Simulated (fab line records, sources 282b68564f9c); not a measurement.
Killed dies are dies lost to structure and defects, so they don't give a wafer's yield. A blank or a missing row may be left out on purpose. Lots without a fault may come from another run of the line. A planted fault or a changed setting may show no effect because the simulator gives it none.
Problem report in the 8D (eight disciplines) form, filled by code | flow rit_cmos | the parts of the form that need people (team, actions taken, sign-off) are left out

1. THE PROBLEM
SILICIDE_TI_RS at RIT_SILICIDE_RS_MEAS_02 reads a mean of 56.8 ohm/sq on 2 wafers of 1 lot; wafers without a fault read 47.8 ohm/sq with a standard deviation of 0.93. That is +9.6 standard deviations from the usual mean.
The step: measures by four-point-probe.
First seen on wafer L793.4, day 7 07:54, on film_metro-01. The record holds 39 wafers of 13 lots with a number at this step. Rule for "out", or "out of limits": more than 4 standard deviations from the usual mean. The other wafers with a number count as sound.

2. WHAT IT IS AND WHAT IT IS NOT
question                    | is               | is not
which readings at this step | SILICIDE_TI_RS   | -
which lots                  | L793             | L776, L777, L778, L779, L780, L783, L784, L790, L794, L796, L797, L798
which wafers of those lots  | L793.4, L793.6   | L793.3
read on which gauges        | film_metro-01    | film_metro-03, film_metro-04
when                        | from day 7 07:54 | up to then (25 sound wafers); but 12 sound wafers of L794, L796, L797, L798 came after

3. SUSPECTS, AND WHAT RULES EACH OUT
Counting: a tool at a process step up to the reading stays a suspect if it ran every lot that is out. Sound lots after the first of them don't rule it out here, since some wafers of a struck lot are sound.
- the gauge at RIT_SILICIDE_RS_MEAS_02: ruled out. All the wafers that are out were read on film_metro-01, but those of them that RIT_SILICIDE_SPUTTER_01 has rows for are out there too, on other tools.
- plasma_asher-01 at RIT_NLDD_STRIP_09 (strips in O2, time 180 s): kept. It ran the lot that is out, L793 (day 6 23:21); its last sound lot up to then is L777 (day 4 12:59).
- pvd_sputter-04 at RIT_SILICIDE_SPUTTER_01 (material Ti, target thk 30 nm, time 240 s): kept. It ran the lot that is out, L793 (day 7 07:43); its last sound lot up to then is L780 (day 5 18:31). Its own readings are out on those wafers: chamber_pressure_pa.
- Within plasma_asher-01 at RIT_NLDD_STRIP_09: the wafers that are out ran in chamber 0; their sound lot-mates ran in chamber 1.
Left after counting: plasma_asher-01 at RIT_NLDD_STRIP_09, pvd_sputter-04 at RIT_SILICIDE_SPUTTER_01.

4. THE CAUSE (what the simulator had put in)
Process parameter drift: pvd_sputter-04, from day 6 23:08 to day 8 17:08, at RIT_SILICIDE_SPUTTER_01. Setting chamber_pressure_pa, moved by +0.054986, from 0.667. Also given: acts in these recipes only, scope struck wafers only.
Counting left 2 suspects, and this tool is among them.

5. THE CHAIN OF EFFECTS, in route order
Each row: a reading whose mean over the struck wafers that have a number lies more than 3 standard deviations from the usual. Only readings for which the record gives a usual standard deviation are gone through. hours: the time from each lot's start at the first step in this table that gives one to its start at this step, as a median over the lots. sigmas: the change in usual standard deviations.
hours | step                    | reading             | usual       | on struck wafers | change  | sigmas
0     | RIT_SILICIDE_SPUTTER_01 | chamber_pressure_pa | 0.6670 Pa   | 0.7234           | +0.0564 | +40
0     | RIT_SILICIDE_RS_MEAS_02 | SILICIDE_TI_RS      | 47.8 ohm/sq | 56.8             | +9.0    | +9.6
The process steps in it:
- RIT_SILICIDE_SPUTTER_01: material Ti, target thk 30 nm, time 240 s.

6. WHAT WOULD HAVE CAUGHT IT SOONER
In this record the first reading out of limits at a measuring or inspecting step was taken at day 7 07:54, 9 hours after the fault began at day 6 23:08.
The tool's own readings at RIT_SILICIDE_SPUTTER_01 were out on every struck wafer that the step has a row for (chamber_pressure_pa): an alarm limit on them would have fired on the first of those.
All the lots that are out (1) had begun RIT_SILICIDE_SPUTTER_01 on pvd_sputter-04 by day 7 07:54. A hold on the tool at that time would have spared none of them.
